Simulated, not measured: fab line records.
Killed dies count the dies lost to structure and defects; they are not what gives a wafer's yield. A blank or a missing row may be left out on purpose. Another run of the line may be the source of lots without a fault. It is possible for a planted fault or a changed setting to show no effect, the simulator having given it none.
Struck lot and sound lot, side by side | flow ritCmos | 18 steps out of a route of 202
Sound: these wafers, L828.2, L828.5, L828.6. Struck: wafer L838.2 (L838.1, L838.5, from the same lot, were not struck and are left out); the cause is given at the end.
Each step with rows lists, per side, the tool, then ch with its chambers, then its first start. Under that, the readings that differ: sound wafers | struck wafers | difference of the means | sigmas: that difference in standard deviations of wafers without a fault.
alike: same words and numbers on both sides, and readings whose means sit less than 2 such deviations apart. not compared: any withheld reading, any reading some wafer has no value for, any bound like >300 that may hide the same value, and any number with overlapping values for which the record gives no deviation.
The two part at a step that has a row with sigmas, a row that says differs or no value, or rows on one side only. Numbers that don't overlap but have no deviation are shown without sigmas and don't part them. Lack of a reading on every wafer of one side parts them only where that side has two or more wafers.

RIT_M1_SPUTTER_00: material Al, target thk 400 nm, time 500 s.
  sound on pvdSputter-01 at day 3 19:46; struck on pvdSputter-01 at day 5 17:50
  alike: chamberPressurePa, throttleValvePct
RIT_M1_RS_MEAS_01: uses a four-point probe to measure.
  sound on filmMetro-02 at day 3 20:05; struck on filmMetro-02 at day 5 18:08
  alike: M1_AL_RS
RIT_M1_THK_MEAS_02: measures by xrf.
  sound on filmMetro-02 at day 3 20:11; struck on filmMetro-02 at day 5 18:15
  alike: M1_AL_THK
then, 6 steps without rows for these wafers: RIT_M1_HMDS_03 (prime time 60 s); RIT_M1_COAT_04 (resist thk 1300 nm); RIT_M1_SOFTBAKE_05 (time 60 s); RIT_M1_EXPOSE_06 (exposes mask M12, target cd 2600 nm); RIT_M1_PEB_07; RIT_M1_DEVELOP_08 (develop time 68 s).
RIT_M1_CD_MEAS_09: target cd 2600 nm.
  sound on cdSem-02 at day 3 21:08; struck on cdSem-01 at day 5 19:11
reading   | sound                | struck | difference | sigmas
cdNm (nm) | 2597.8 2597.1 2597.7 | 2604.2 | +6.7       | +3
RIT_M1_OVL_MEAS_10:
  sound on overlay-01 at day 3 21:15; struck on overlay-01 at day 5 19:19
  alike: M1_OVL
then, 1 step without rows for these wafers: RIT_M1_HARDBAKE_11 (time 120 s).
RIT_M1_METAL_ETCH_12: etches Al in Cl2/BCl3, stops on SiO2, time 165 s, target depth 600 nm.
  sound on rieMetal-04 ch 1, day 3 21:35; struck on rieMetal-04 ch 1, day 5 19:36
reading                                | sound             | struck | difference                   | sigmas
oesProductAu (a.u.)                    | 0.763 0.759 0.766 | 0.991  | +0.228                       | +21
rfHoursCounterH (h)                    | - - -             | 31     | no value on the sound wafers | 
runLengthS (s)                         | 193.1 193.4 192.7 | 151.9  | -41.2                        | -94
model.NOVOLAK_of_M1_COAT_04.thkNm (nm) | 795.7 793.9 795.5 | 891.4  | +96.4                        | 
  alike: drypumpMotorCurrentA, throttleValvePct
  not compared: rfFwdPowerW, model.M1.featureDepthNm
then, 1 step without rows for these wafers: RIT_M1_STRIP_13 (strips in nmp, time 600 s).
RIT_M1_STRIP_14: strips in O2, time 180 s.
  sound on plasmaAsher-03 ch 0,1, day 3 22:02; struck on plasmaAsher-03 ch 1, day 5 19:56
  alike: drypumpMotorCurrentA
  not compared: rfHoursCounterH
RIT_M1_CD_MEAS_90: target cd 2600 nm.
  sound on cdSem-02 at day 3 22:13; struck on cdSem-01 at day 5 20:07
reading   | sound                | struck | difference | sigmas
cdNm (nm) | 2596.6 2597.5 2595.9 | 2608.3 | +11.6      | +4
then, 1 step without rows for these wafers: RIT_M1_ANNEAL_15 (time 1800 s).
RIT_M1_PROBE_99:
  sound on prober-01 at day 3 23:59; struck on prober-02 at day 5 21:54
reading                                  | sound                      | struck   | difference | sigmas
model.etest.tester.sortNPass             | 262 260 258                | 86       | -174       | 
model.etest.tester.sortYieldPct (%)      | 99.24 98.48 97.73          | 32.58    | -65.90     | 
model.etest.m1CombOverSteps.leakLog10AUm | -12.81 -12.77 -12.79       | -9.665   | +3.125     | 
model.etest.antennaM1.vtShiftV (V)       | -0.01106 -0.01273 -0.01311 | -0.00194 | +0.01036   | 
  alike: defectLimitedYield, killedAtContacts, killedAtFrontEnd, killedDies, killedOpen, killedShort

## WHERE THEY PART
First at RIT_M1_CD_MEAS_09; last, within this record, at RIT_M1_CD_MEAS_90. Later steps at which nothing parts them and some readings are alike: RIT_M1_PROBE_99.

WHY: the cause the simulator had injected
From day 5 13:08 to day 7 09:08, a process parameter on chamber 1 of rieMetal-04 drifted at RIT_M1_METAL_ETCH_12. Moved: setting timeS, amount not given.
